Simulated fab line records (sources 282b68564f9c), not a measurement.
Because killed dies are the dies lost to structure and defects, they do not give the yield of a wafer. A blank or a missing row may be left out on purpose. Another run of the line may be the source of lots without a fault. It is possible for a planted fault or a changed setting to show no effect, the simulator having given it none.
Split-lot experiment | flow rit cmos | route with 202 steps; 5 lots, 23 wafers read

== ON THE SPLIT ==
At RIT_NSD_IMPLANT_08, the setting dose cm2 was moved away from the recipe's 1e+15 on 9 of the 23 wafers read, by -2.7% to +6.2%. All remaining wafers had this setting at the recipe value.

== FROM THE SPLIT TO THE READING: what the file shows between them, 2 steps ==
- RIT_SDANNEAL_CLEAN_02: cleans in SC2, time 600 s (also split here: time s)
- RIT_SDANNEAL_RTA_03: time 5 s

== THE READING ==
NSD_RS (ohm/sq), read at RIT_SDANNEAL_RS_MEAS_05 with a four-point probe. Fault-free wafers of this fab line usually give 84.48 ohm/sq, standard deviation 0.29 ohm/sq.

wafer  | tool, chamber at the split | dose cm2 as run | against the recipe | NSD_RS, ohm/sq | against lot-mates on the recipe
L075.1 | implanter-01, 0            | 9.729e+14       | -2.7%              | 86.72          | +2.00
L075.2 | implanter-01, 0            | 9.729e+14       | -2.7%              | 86.58          | +1.86
L075.3 | implanter-01, 0            | 1e+15           | recipe             | 84.47          | -
L075.4 | implanter-01, 0            | 1e+15           | recipe             | 84.98          | -
L075.5 | implanter-01, 0            | 9.729e+14       | -2.7%              | 86.12          | +1.40
L074.1 | implanter-04, 0            | 1e+15           | recipe             | 84.28          | -
L074.2 | implanter-04, 0            | 1e+15           | recipe             | 84.57          | -
L074.3 | implanter-04, 0            | 1.038e+15       | +3.8%              | 82.42          | -2.18
L074.4 | implanter-04, 0            | 1e+15           | recipe             | 84.94          | -
L074.5 | implanter-04, 0            | 1.038e+15       | +3.8%              | 82.04          | -2.56
L077.1 | implanter-01, 0            | 1.037e+15       | +3.7%              | 82.21          | -2.79
L077.2 | implanter-01, 0            | 1e+15           | recipe             | 84.86          | -
L077.4 | implanter-01, 0            | 1e+15           | recipe             | 85.05          | -
L077.5 | implanter-01, 0            | 1.037e+15       | +3.7%              | 82.34          | -2.66
L077.6 | implanter-01, 0            | 1e+15           | recipe             | 85.08          | -
L078.1 | implanter-02, 0            | 1.062e+15       | +6.2%              | 80.52          | -4.15
L078.2 | implanter-02, 0            | 1e+15           | recipe             | 84.57          | -
L078.3 | implanter-02, 0            | 1e+15           | recipe             | 84.68          | -
L078.4 | implanter-02, 0            | 1.062e+15       | +6.2%              | 80.47          | -4.20
L078.5 | implanter-02, 0            | 1e+15           | recipe             | 84.75          | -
L085.4 | implanter-02, 0            | 1e+15           | recipe             | 84.18          | -
L085.5 | implanter-02, 0            | 1e+15           | recipe             | 84.31          | -
L085.6 | implanter-02, 0            | 1e+15           | recipe             | 84.04          | -

THE FIT
A straight line over all 23 wafers: NSD_RS changes by -0.659 ohm/sq for each +1% of dose cm2; r = -0.99; the points scatter about the line by 0.29 ohm/sq.
The same after taking each lot's own level away (the mean of its wafers on the recipe; 23 wafers): -0.669 ohm/sq for each +1%; r = -0.99; scatter 0.21 ohm/sq.
Per that fit: largest dose cm2 move, reading shift of 4.1 ohm/sq.
Across the lots, their own levels run from 84.177 to 84.997 ohm/sq, a range of 2.8 times the standard deviation given above.
So the lot-to-lot level changes the slope little: the two slopes agree.
Check: -4.17 ohm/sq against its lot-mates is what the line predicts for one of the wafers moved furthest among these (+6.2%) when that wafer is left out of the fit. Against them it came out at -4.15 ohm/sq.

== ADDITIONAL SPLITS CARRIED BY THESE WAFERS ==
These wafers also went through other splits before the reading. Each is held against what the fit with the lots' levels taken away leaves over:
other split on the same wafers     | wafers away from the commonest value | r with NSD_RS (lot level and that fit taken away)
RIT_GATE_CVD_08 pressure mtorr     | 15                                   | -0.07
RIT_GATE_DEVELOP_15 develop time s | 4                                    | +0.38
RIT_REOX_CLEAN_00 time s           | 10                                   | +0.05
RIT_PLDD_COAT_01 resist thk nm     | 6                                    | +0.00
RIT_NSD_COAT_01 resist thk nm      | 7                                    | +0.28
RIT_SDANNEAL_CLEAN_02 time s       | 15                                   | +0.15

== FILE'S OWN FIT ==
NSD_RS changes by -0.672 ohm/sq for each +1% of dose cm2, r = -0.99.
